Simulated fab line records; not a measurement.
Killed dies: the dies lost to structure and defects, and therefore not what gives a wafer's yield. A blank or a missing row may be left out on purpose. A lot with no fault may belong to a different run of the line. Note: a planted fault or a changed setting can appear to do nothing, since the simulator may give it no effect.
Which of the tools did it? + flow berkeley cmos170 + Sampling: 15 lots, 45 wafers, 5 of 331 route steps

== WHAT THE GAUGES READ, wafer by wafer ==
UCB170_PWELL_OVL_MEAS_13.
| lot  | measured    | on         | PWELL_OVL (nm) |
|------|-------------|------------|----------------|
| L516 | day 3 08:43 | overlay-01 | 9 9 7          |
| L517 | day 3 16:40 | overlay-01 | -1 -6 -3       |
| L518 | day 3 20:18 | overlay-02 | -4 -6 -10      |
| L520 | day 4 01:17 | overlay-01 | -7 -6 -4       |
| L523 | day 4 16:13 | overlay-02 | -4 -2 -3       |
| L524 | day 5 03:19 | overlay-02 | 9 1 3          |
| L525 | day 5 09:47 | overlay-02 | -15 -15 -10    |
| L527 | day 5 20:04 | overlay-02 | 0 -7 2         |
| L528 | day 6 00:38 | overlay-01 | -8 -8 -16      |
| L529 | day 6 09:50 | overlay-01 | -5 0 -1        |
| L531 | day 6 10:22 | overlay-02 | 0 -4 -6        |
| L532 | day 6 17:25 | overlay-01 | 0 -2 -3        |
| L534 | day 7 02:04 | overlay-01 | -2 0 4         |
| L535 | day 7 05:19 | overlay-01 | 3 6 6          |
| L533 | day 7 05:29 | overlay-01 | -1 8 5         |

UCB170_PSD_OVL_MEAS_07.
| lot  | measured     | on         | PSD_OVL (nm)   |
|------|--------------|------------|----------------|
| L516 | day 6 14:02  | overlay-01 | -2 -10 -8      |
| L517 | day 7 00:42  | overlay-01 | 2 -9 -2        |
| L518 | day 7 05:14  | overlay-02 | -8 4 5         |
| L520 | day 7 15:04  | overlay-01 | -5 -3 -6       |
| L523 | day 8 08:09  | overlay-02 | 0 -8 -3        |
| L524 | day 9 03:12  | overlay-02 | 1 -6 2         |
| L525 | day 9 02:58  | overlay-01 | -157 -161 -168 |
| L527 | day 9 08:25  | overlay-01 | -5 -3 1        |
| L528 | day 9 17:27  | overlay-02 | -158 -165 -158 |
| L529 | day 10 01:53 | overlay-02 | -161 -161 -165 |
| L531 | day 10 18:47 | overlay-01 | 3 6 7          |
| L532 | day 10 19:04 | overlay-02 | 0 2 -4         |
| L534 | day 10 19:11 | overlay-01 | 5 1 5          |
| L535 | day 10 19:28 | overlay-01 | -5 -6 -6       |
| L533 | day 10 19:13 | overlay-02 | 5 -3 -3        |

UCB170_NSD_CD_MEAS_06: the cd target is 1200 nm.
| lot  | measured     | on        | cd nm (nm)           |
|------|--------------|-----------|----------------------|
| L516 | day 6 17:47  | cd sem-02 | 1202.4 1201.9 1201.7 |
| L517 | day 7 04:19  | cd sem-02 | 1199.0 1198.5 1199.3 |
| L518 | day 7 06:38  | cd sem-02 | 1200.2 1199.8 1199.4 |
| L520 | day 7 16:40  | cd sem-01 | 1201.2 1200.7 1200.9 |
| L523 | day 8 09:38  | cd sem-01 | 1200.3 1201.9 1200.5 |
| L524 | day 9 04:43  | cd sem-01 | 1202.0 1201.4 1201.5 |
| L525 | day 9 04:21  | cd sem-02 | 1199.7 1201.5 1198.9 |
| L527 | day 9 10:08  | cd sem-01 | 1198.2 1197.3 1200.1 |
| L528 | day 9 19:10  | cd sem-01 | 1200.3 1200.6 1199.4 |
| L529 | day 10 04:07 | cd sem-02 | 1198.9 1198.5 1198.5 |
| L531 | day 10 20:29 | cd sem-01 | 1200.1 1200.3 1198.1 |
| L532 | day 10 20:49 | cd sem-01 | 1199.0 1198.6 1199.3 |
| L534 | day 10 21:16 | cd sem-01 | 1200.2 1199.6 1200.3 |
| L535 | day 10 21:45 | cd sem-02 | 1199.8 1199.9 1199.5 |
| L533 | day 10 21:30 | cd sem-02 | 1199.6 1200.3 1199.7 |

== EACH LOT AND THE TOOL THAT RAN IT (in order: tool; ch and the chambers of the sampled wafers; start) ==
| lot  | UCB170_NLDD_STRIP_10                 | UCB170_PSD_EXPOSE_03              |
|------|--------------------------------------|-----------------------------------|
| L516 | plasma asher-04 ch 0,1, day 6 09:20  | krf scanner-02 ch 0, day 6 13:19  |
| L517 | plasma asher-01 ch 0,1, day 6 19:05  | krf scanner-02 ch 0, day 6 23:52  |
| L518 | plasma asher-04 ch 0,1, day 6 23:27  | krf scanner-01 ch 0, day 7 04:32  |
| L520 | plasma asher-04 ch 0,1, day 7 09:53  | krf scanner-02 ch 0, day 7 14:29  |
| L523 | plasma asher-03 ch 0,1, day 7 21:38  | krf scanner-02 ch 0, day 8 07:38  |
| L524 | plasma asher-04 ch 0, day 8 18:18    | krf scanner-02 ch 0, day 9 02:42  |
| L525 | plasma asher-04 ch 0,1, day 8 18:01  | krf scanner-01 ch 0, day 9 02:28  |
| L527 | plasma asher-04 ch 0,1, day 9 00:59  | krf scanner-02 ch 0, day 9 07:39  |
| L528 | plasma asher-04 ch 0,1, day 9 10:00  | krf scanner-01 ch 0, day 9 16:55  |
| L529 | plasma asher-03 ch 0,1, day 9 21:05  | krf scanner-01 ch 0, day 10 01:22 |
| L531 | plasma asher-01 ch 0,1, day 10 11:16 | krf scanner-02 ch 0, day 10 17:47 |
| L532 | plasma asher-01 ch 0,1, day 10 11:51 | krf scanner-02 ch 0, day 10 17:58 |
| L534 | plasma asher-04 ch 0,1, day 10 11:43 | krf scanner-02 ch 0, day 10 18:02 |
| L535 | plasma asher-03 ch 0,1, day 10 12:32 | krf scanner-02 ch 0, day 10 18:20 |
| L533 | plasma asher-04 ch 0,1, day 10 12:16 | krf scanner-02 ch 0, day 10 18:09 |
- UCB170_NLDD_STRIP_10: strips in O2.
- UCB170_PSD_EXPOSE_03: exposes mask PSELECT MOD, target cd 1200 nm.

== WHAT THE TOOLS THEMSELVES READ (means of the sampled wafers that have a number; where no wafer has one, the mark that the record gives instead) ==
UCB170_NLDD_STRIP_10.
| lot  | tool            | drypump motor current A (A) | oes product au (a.u.) | strip time to endpoint s (s) |
|------|-----------------|-----------------------------|-----------------------|------------------------------|
| L516 | plasma asher-04 | 5.1                         | 0.732                 | 21.86                        |
| L517 | plasma asher-01 | 5.4                         | 0.732                 | 21.96                        |
| L518 | plasma asher-04 | 5.1                         | 0.737                 | 21.88                        |
| L520 | plasma asher-04 | 5.1                         | 0.729                 | 21.82                        |
| L523 | plasma asher-03 | 6.4                         | 0.734                 | 21.90                        |
| L524 | plasma asher-04 | 5.2                         | 0.730                 | 21.84                        |
| L525 | plasma asher-04 | 5.1                         | 0.734                 | 21.88                        |
| L527 | plasma asher-04 | 5.0                         | 0.734                 | 21.87                        |
| L528 | plasma asher-04 | 5.1                         | 0.732                 | 21.82                        |
| L529 | plasma asher-03 | 6.5                         | 0.736                 | 21.96                        |
| L531 | plasma asher-01 | 5.6                         | 0.739                 | 21.93                        |
| L532 | plasma asher-01 | 5.4                         | 0.734                 | 21.80                        |
| L534 | plasma asher-04 | 5.1                         | 0.733                 | 21.90                        |
| L535 | plasma asher-03 | 6.4                         | 0.736                 | 21.87                        |
| L533 | plasma asher-04 | 5.1                         | 0.731                 | 21.86                        |

UCB170_PSD_EXPOSE_03.
| lot  | tool           | exposure dose mJ cm2 |
|------|----------------|----------------------|
| L516 | krf scanner-02 | 29.54                |
| L517 | krf scanner-02 | 29.46                |
| L518 | krf scanner-01 | 29.48                |
| L520 | krf scanner-02 | 29.54                |
| L523 | krf scanner-02 | 29.52                |
| L524 | krf scanner-02 | 29.52                |
| L525 | krf scanner-01 | 29.51                |
| L527 | krf scanner-02 | 29.52                |
| L528 | krf scanner-01 | 29.53                |
| L529 | krf scanner-01 | 29.49                |
| L531 | krf scanner-02 | 29.51                |
| L532 | krf scanner-02 | 29.54                |
| L534 | krf scanner-02 | 29.51                |
| L535 | krf scanner-02 | 29.55                |
| L533 | krf scanner-02 | 29.49                |

== THE ANSWER, worked out from the rows above alone ==
Rule: the usual values come from the lots themselves. The widest of any qualifying gaps counts: lots, ordered by their means at a reading, are off when they make up no more than a third of the lots, leave a main group of 4 or more, and stand apart from it by 3 or more times the standard deviation of that group's means. The tables above print the reading to a certain number of digits; a main group whose means all agree to those digits is not used. A lot without any number at a reading at which 4 lots or more have one is off too. The other lots that the step has rows for count as sound. The gauges are gone through in route order, then the tools' own readings, and for those a lot's mean is taken as printed above. At the first step where some lot is off, the reading lying furthest off is the one used; lots without a number count as furthest.
Off: at UCB170_PSD_OVL_MEAS_07 (PSD_OVL), L525, L528, L529. Mean -2 nm and standard deviation 3.4 in the main group.
A tool fits if, at a process step before that reading, it ran every lot that is off, and no sound lot after the first of them. Gauges at UCB170_PSD_OVL_MEAS_07: tried the same way as those tools. One candidate fits, namely krf scanner-01 at UCB170_PSD_EXPOSE_03. A fault onset in the window from L518 (day 7 04:32, its last sound lot) to L525 (day 9 02:28, its first lot off) fits.

== WHAT THE SIMULATOR HAD PUT IN ==
Scanner matching overlay: krf scanner-01, from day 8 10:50 on, at UCB170_PSD_EXPOSE_03. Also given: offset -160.
Struck lots among those shown: L525, L528, L529. The rule above reached the same finding.
